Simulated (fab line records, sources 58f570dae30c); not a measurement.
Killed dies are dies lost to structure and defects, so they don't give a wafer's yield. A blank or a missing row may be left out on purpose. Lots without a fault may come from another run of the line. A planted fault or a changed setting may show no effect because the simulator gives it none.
Tool commonality check | flow berkeley_cmos170 | 14 lots, 42 wafers sampled

WHY IT WAS OPENED
At UCB170_M2_CD_MEAS_15 the reading cd_nm is flagged on 2 of 14 lots. Wafers without a fault read 699.9 nm, standard deviation 1.6.
Rule: a lot is flagged when every wafer of it that has a number lies more than 4 standard deviations from that mean, or none has a number. The other lots count as sound.

lot  | measured     | on        | cd_nm (nm), wafer by wafer | flag
L894 | day 8 18:38  | cd_sem-02 | 698.5 698.1 697.4          |
L895 | day 8 21:17  | cd_sem-02 | 700.3 699.6 701.4          |
L896 | day 9 00:50  | cd_sem-02 | 699.0 699.0 699.4          |
L899 | day 9 20:22  | cd_sem-01 | 699.4 699.9 700.3          |
L901 | day 10 02:41 | cd_sem-02 | 699.9 699.6 699.5          |
L898 | day 10 05:58 | cd_sem-01 | 698.8 697.9 698.8          |
L900 | day 10 06:41 | cd_sem-01 | 700.4 699.8 700.9          |
L902 | day 10 20:30 | cd_sem-02 | 700.0 700.8 700.0          |
L913 | day 12 23:59 | cd_sem-01 | 700.8 700.7 700.2          |
L910 | day 13 02:37 | cd_sem-02 | 683.3 684.0 683.9          | FLAGGED
L911 | day 13 05:52 | cd_sem-01 | 684.4 684.9 686.2          | FLAGGED
L912 | day 13 06:17 | cd_sem-01 | 697.6 696.7 697.9          |
L914 | day 13 06:44 | cd_sem-02 | 700.6 701.1 699.9          |
L917 | day 13 15:30 | cd_sem-01 | 699.7 700.3 699.4          |
The numbers of the flagged lots are 684.5 nm on average: -15.4 nm against the usual, or -10 standard deviations.

WHICH TOOL RAN EACH LOT
The record holds 1 process step before the reading, out of a route of 331 steps. In each cell: the tool, then ch and the chambers that the sampled wafers went through, then the start.
lot  | flag    | UCB170_M2_PEB_13
L894 |         | litho_track-04 ch 0, day 8 18:21
L895 |         | litho_track-01 ch 0, day 8 21:01
L896 |         | litho_track-04 ch 0, day 9 00:21
L899 |         | litho_track-04 ch 0, day 9 20:06
L901 |         | litho_track-02 ch 0, day 10 02:25
L898 |         | litho_track-04 ch 0, day 10 05:42
L900 |         | litho_track-01 ch 0, day 10 06:26
L902 |         | litho_track-04 ch 0, day 10 20:14
L913 |         | litho_track-02 ch 0, day 12 23:43
L910 | FLAGGED | litho_track-01 ch 0, day 13 02:20
L911 | FLAGGED | litho_track-01 ch 0, day 13 05:00
L912 |         | litho_track-04 ch 0, day 13 06:00
L914 |         | litho_track-02 ch 0, day 13 06:27
L917 |         | litho_track-04 ch 0, day 13 15:13
What these steps do:
- UCB170_M2_PEB_13
- UCB170_M2_CD_MEAS_15: target cd 700 nm.

FLAGGED OVER TOTAL, TOOL BY TOOL (the gauges that took the reading come last)
step                 | tool           | lots run | flagged | share of the flagged lots | sound lots run after its first flagged lot
UCB170_M2_PEB_13     | litho_track-01 | 4        | 2       | all                       | 0
UCB170_M2_PEB_13     | litho_track-02 | 3        | 0       | none                      | -
UCB170_M2_PEB_13     | litho_track-04 | 7        | 0       | none                      | -
UCB170_M2_CD_MEAS_15 | cd_sem-01      | 7        | 1       | some                      | 2 (L912,L917)
UCB170_M2_CD_MEAS_15 | cd_sem-02      | 7        | 1       | some                      | 1 (L914)

WHAT THE TABLE ALLOWS
1 row of the table ran every flagged lot: litho_track-01 at UCB170_M2_PEB_13.
- litho_track-01 at UCB170_M2_PEB_13: 2 of its 4 lots flagged. Its last sound lot is L900 (day 10 06:26), its first flagged lot L910 (day 13 02:20): a fault that began between those two fits.
One tool is left: litho_track-01 at UCB170_M2_PEB_13.

WHAT THE SIMULATOR HAD PUT IN
Process parameter drift: litho_track-01, from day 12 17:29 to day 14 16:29, at UCB170_M2_PEB_13. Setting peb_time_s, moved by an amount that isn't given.
Lots struck among those shown: L910, L911. The rule above found the same.
